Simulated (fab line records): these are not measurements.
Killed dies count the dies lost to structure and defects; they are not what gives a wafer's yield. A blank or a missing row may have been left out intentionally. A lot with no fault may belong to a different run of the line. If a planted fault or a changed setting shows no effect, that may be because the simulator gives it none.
fab line records	flow berkeleyCmos170	part 2 of 2: steps 31 to 43 of 43
record: lots: 5	wafers: 15	lastDay: 13
route steps=331 shown ACTIVE@75 PFIELD@79 FIELD@89 SACOX@97 SCREENOX@100 NVT@104 PVT@115
lots with no fault: from the same line, run without faults
startH: hours from the record's opening day to when the first of the lot's shown wafers began	waitH: how many hours have passed since the lot's step before this one	" as in the row above	L1.1+2: several wafers, shown together as one row	- no value, or no start was given	* or withheld: withheld	< > ~ a bound
route shown NAME@n: a module of which the file shows steps, and the number in the route of the first	usual: average and standard deviation across the fault-free wafers	same: alike in all rows	chamber/n: place in a boat	sites: readings site by site	_std_site: the values' standard deviation	_edge_site: the outer-site mean with the inner-site mean subtracted	radiusMm: for every site, how far away it sits from the centre of the wafer	mask NAME#n: copy n	behind: the tool/chamber that last shaped the wafer	hold: what put the lot on hold/how long, in hours/how the hold closed	device: whichever transistor did not switch (one of n, p or np)	end of line: tests of these same wafers at the route's end	where a step has no rows: the recipe by itself	killed: not the wafer's yield, but the dies lost to structure and defects at the first sort	map: per-die view of a wafer (x killed, . not killed, _ where there is no die)
set.NAME: the setting as run; set.NAME@STEP: as run at that earlier step	model.NAME: the simulator's own value behind a step, which no gauge read
a table for each step, a row for each wafer; lots at some steps of the route
services: the hour from which a tool's chamber was out of use, counted from the record's first day as startH (under 0 if before that day), plus the number of hours and why
== steps ==
step: UCB170_NVT_COAT_01
recipe: resist: KrF	spinRpm: 1500	resistThkNm: 900
usual: spinSpeedRpm: 1500.1/0.96
lot.wafer	tool	chamber	startH	waitH	spinSpeedRpm
L078.1	lithoTrack-03	0	155.62	0.1	1499.2
L078.3	"	0	"	"	1500.0
L078.5	"	0	"	"	1500.2
L077.3	lithoTrack-02	0	155.71	0.1	1500.0
L077.4	"	0	"	"	1501.6
L077.5	"	0	"	"	1501.5
L079.3	lithoTrack-02	0	164.06	0.1	1500.5
L079.5	"	0	"	"	1499.1
L079.6	"	0	"	"	1500.5
L080.2	lithoTrack-03	0	164.37	0.1	1499.0
L080.4	"	0	"	"	1498.7
L080.5	"	0	"	"	1498.1
L094.1	lithoTrack-02	0	237.99	0.1	1499.6
L094.4	"	0	"	"	1499.2
L094.5	"	0	"	"	1499.2
step: UCB170_NVT_SOFTBAKE_02
recipe: resist: KrF	tempC: 130	timeS: 60
lot.wafer	tool	chamber	startH	waitH
L078.1+3+5	lithoTrack-03	0	155.77	0.1
L077.3+4+5	lithoTrack-02	0	155.86	0.1
L079.3+5+6	lithoTrack-02	0	164.21	0.1
L080.2+4+5	lithoTrack-03	0	164.52	0.1
L094.1+4+5	lithoTrack-02	0	238.14	0.1
step: UCB170_NVT_EXPOSE_03
recipe: maskId: PWELL	targetCdNm: 3000	na: 0.5	sigmaOuter: 0.6	sourceShape: conventional	doseMj: 30
same: sigmaOuter: 0.6
lot.wafer	tool	chamber	startH	waitH	mask
L078.1+3+5	krfScanner-01	0	156.04	0.2	PWELL#0
L077.3+4+5	krfScanner-01	0	156.20	0.3	PWELL#0
L079.3+5+6	krfScanner-02	0	164.59	0.4	PWELL#0
L080.2+4+5	krfScanner-01	0	164.87	0.3	PWELL#0
L094.1+4+5	krfScanner-02	0	238.42	0.2	PWELL#0
step: UCB170_NVT_PEB_04
recipe: pebTempC: 130	pebTimeS: withheld	resist: KrF
lot.wafer	tool	chamber	startH	waitH
L078.1+3+5	lithoTrack-02	0	156.16	0.1
L077.3+4+5	lithoTrack-02	0	156.48	0.3
L079.3+5+6	lithoTrack-01	0	165.23	0.6
L080.2+4+5	lithoTrack-02	0	165.38	0.5
L094.1+4+5	lithoTrack-02	0	238.74	0.3
step: UCB170_NVT_DEVELOP_05
recipe: developer: TMAH	developTimeS: 45	resist: KrF	devTempC: 21
lot.wafer	tool	chamber	startH	waitH
L078.1+3+5	lithoTrack-02	0	-	-
L077.3+4+5	lithoTrack-02	0	-	-
L079.3+5+6	lithoTrack-01	0	-	-
L080.2+4+5	lithoTrack-02	0	-	-
L094.1+4+5	lithoTrack-02	0	-	-
step: UCB170_NVT_OVL_MEAS_06
usual: NVT_OVL: -1/5.6
lot.wafer	tool	chamber	startH	waitH	NVT_OVL[nm]
L078.1	overlay-01	-	156.43	-	-1
L078.3	"	-	"	"	-3
L078.5	"	-	"	"	-11
L077.3	overlay-02	-	156.72	-	11
L077.4	"	-	"	"	8
L077.5	"	-	"	"	6
L079.3	overlay-02	-	165.47	-	0
L079.5	"	-	"	"	2
L079.6	"	-	"	"	2
L080.2	overlay-01	-	165.63	-	-3
L080.4	"	-	"	"	-1
L080.5	"	-	"	"	-1
L094.1	overlay-02	-	239.02	-	-6
L094.4	"	-	"	"	-4
L094.5	"	-	"	"	-7
step: UCB170_NVT_IMPLANT_07
recipe: species: BF2	doseCm2: 3e+12	energyKev: 50	tiltDeg: 7
usual: doseIonsCm2: 3.0002e+12/3e+09
lot.wafer	tool	chamber	startH	waitH	doseIonsCm2
L078.1	implanter-04	0	156.47	0.0	3.0017e+12
L078.3	"	0	"	"	2.9985e+12
L078.5	"	0	"	"	3e+12
L077.3	implanter-04	0	156.79	0.1	3.0019e+12
L077.4	"	0	"	"	3.0018e+12
L077.5	"	0	"	"	3.0013e+12
L079.3	implanter-02	0	165.54	0.1	3.0005e+12
L079.5	"	0	"	"	2.9978e+12
L079.6	"	0	"	"	3.0005e+12
L080.2	implanter-04	0	165.69	0.0	3.0006e+12
L080.4	"	0	"	"	2.9982e+12
L080.5	"	0	"	"	3.0015e+12
L094.1	implanter-04	0	239.05	0.0	3.0021e+12
L094.4	"	0	"	"	3.0002e+12
L094.5	"	0	"	"	2.9993e+12
step: UCB170_NVT_STRIP_08
recipe: chemistry: O2	powerW: 400	pressureMtorr: 3500	platenTempC: withheld	o2FlowSccm: 400	overashFraction: 0.5
usual: drypumpMotorCurrentA: 5.5/0.44	oesProductAu: 0.735/0.0044	stripTimeToEndpointS: 21.64/0.056
lot.wafer	tool	chamber	startH	waitH	drypumpMotorCurrentA	oesProductAu	rfHoursCounterH	stripTimeToEndpointS
L078.1	plasmaAsher-01	0	156.62	0.1	6.0	0.727	45	21.70
L078.3	"	1	"	"	6.0	0.732	-	21.68
L078.5	"	0	"	"	6.0	0.732	-	21.70
L077.3	plasmaAsher-02	1	156.93	0.1	5.1	0.735	-	21.60
L077.4	"	0	"	"	5.6	0.731	-	21.56
L077.5	"	0	"	"	5.6	0.734	-	21.65
L079.3	plasmaAsher-02	1	165.68	0.1	5.1	0.738	-	21.63
L079.5	"	0	"	"	5.6	0.744	-	21.67
L079.6	"	1	"	"	5.1	0.733	-	21.62
L080.2	plasmaAsher-03	0	165.81	0.1	4.8	0.734	5	21.66
L080.4	"	1	"	"	5.6	0.729	-	21.67
L080.5	"	0	"	"	4.8	0.739	-	21.71
L094.1	plasmaAsher-02	0	239.20	0.1	5.6	0.729	49	21.66
L094.4	"	1	"	"	5.1	0.735	-	21.64
L094.5	"	0	"	"	5.6	0.741	-	21.65
step: UCB170_NVT_TW_MEAS_09
usual: NVT_TW: 528/4.5
lot.wafer	tool	chamber	startH	waitH	NVT_TW
L078.1	filmMetro-03	-	156.72	0.1	525
L078.3	"	-	"	"	524
L078.5	"	-	"	"	522
L077.3	filmMetro-04	-	157.01	0.1	534
L077.4	"	-	"	"	534
L077.5	"	-	"	"	531
L079.3	filmMetro-04	-	165.76	0.1	535
L079.5	"	-	"	"	535
L079.6	"	-	"	"	534
L080.2	filmMetro-04	-	165.92	0.1	534
L080.4	"	-	"	"	533
L080.5	"	-	"	"	533
L094.1	filmMetro-03	-	239.30	0.1	531
L094.4	"	-	"	"	529
L094.5	"	-	"	"	531
step: UCB170_NVT_CLEAN_10
recipe: chemistry: SPM	tempC: 120	timeS: 600
lot.wafer	tool	chamber	startH	waitH
L077.3+4+5	wetBench-01	2	157.49	0.5
L078.1+3+5	wetBench-01	3	157.49	0.8
L079.3+5+6	wetBench-01	1	165.80	0.0
L080.2+4+5	wetBench-04	0	165.97	0.0
L094.1+4+5	wetBench-04	1	239.36	0.1
step: UCB170_PVT_HMDS_00
recipe: primeTimeS: 60	primeTempC: 100
lot.wafer	tool	chamber	startH	waitH
L078.1+3+5	lithoTrack-04	0	157.68	0.0
L077.3+4+5	lithoTrack-03	0	158.06	0.4
L079.3+5+6	lithoTrack-02	0	166.13	0.1
L080.2+4+5	lithoTrack-03	0	166.29	0.1
L094.1+4+5	lithoTrack-04	0	239.59	0.0
step: UCB170_PVT_COAT_01
recipe: resist: KrF	spinRpm: 1500	resistThkNm: 900
usual: spinSpeedRpm: 1500.1/0.89
lot.wafer	tool	chamber	startH	waitH	spinSpeedRpm
L078.1	lithoTrack-04	0	157.83	0.1	1500.0
L078.3	"	0	"	"	1501.0
L078.5	"	0	"	"	1498.6
L077.3	lithoTrack-03	0	158.21	0.1	1500.6
L077.4	"	0	"	"	1502.3
L077.5	"	0	"	"	1501.2
L079.3	lithoTrack-02	0	166.28	0.1	1500.5
L079.5	"	0	"	"	1500.7
L079.6	"	0	"	"	1501.2
L080.2	lithoTrack-03	0	166.44	0.1	1499.1
L080.4	"	0	"	"	1498.7
L080.5	"	0	"	"	1498.4
L094.1	lithoTrack-04	0	239.74	0.1	1500.4
L094.4	"	0	"	"	1499.5
L094.5	"	0	"	"	1501.3
step: UCB170_PVT_SOFTBAKE_02
recipe: resist: KrF	tempC: 130	timeS: 60
lot.wafer	tool	chamber	startH	waitH
L078.1+3+5	lithoTrack-04	0	157.98	0.1
L077.3+4+5	lithoTrack-03	0	158.36	0.1
L079.3+5+6	lithoTrack-02	0	166.43	0.1
L080.2+4+5	lithoTrack-03	0	166.59	0.1
L094.1+4+5	lithoTrack-04	0	239.89	0.1
== services ==
tool	chamber	startH	hours	kind
implanter-01	-	97.12	6.8	repair
furnace-02	-	97.54	22.7	pm
rieDiel-01	-	97.93	4.3	pm
plasmaAsher-03	-	108.81	9.0	pm
krfScanner-01	-	122.34	1.3	pm
furnace-01	-	129.65	3.3	pm
furnace-01	-	132.95	3.0	pm
plasmaAsher-03	-	152.87	0.6	repair
implanter-02	-	154.19	6.3	repair
krfScanner-02	-	160.50	0.8	pm
krfScanner-02	-	165.29	1.3	pm
rieDiel-01	-	165.46	2.8	pm
rieDiel-04	3	166.77	12.3	repair
rieDiel-01	-	168.76	0.2	repair
krfScanner-02	-	175.53	2.8	repair
furnace-04	-	182.93	6.0	pm
rieDiel-04	3	190.22	3.0	repair
krfScanner-02	-	206.40	1.8	repair
furnace-04	-	207.38	3.4	pm
krfScanner-01	-	208.26	0.8	pm
implanter-04	-	218.14	2.7	repair
krfScanner-02	-	230.79	1.0	pm
plasmaAsher-03	-	233.96	5.4	repair
plasmaAsher-04	-	238.41	0.7	repair
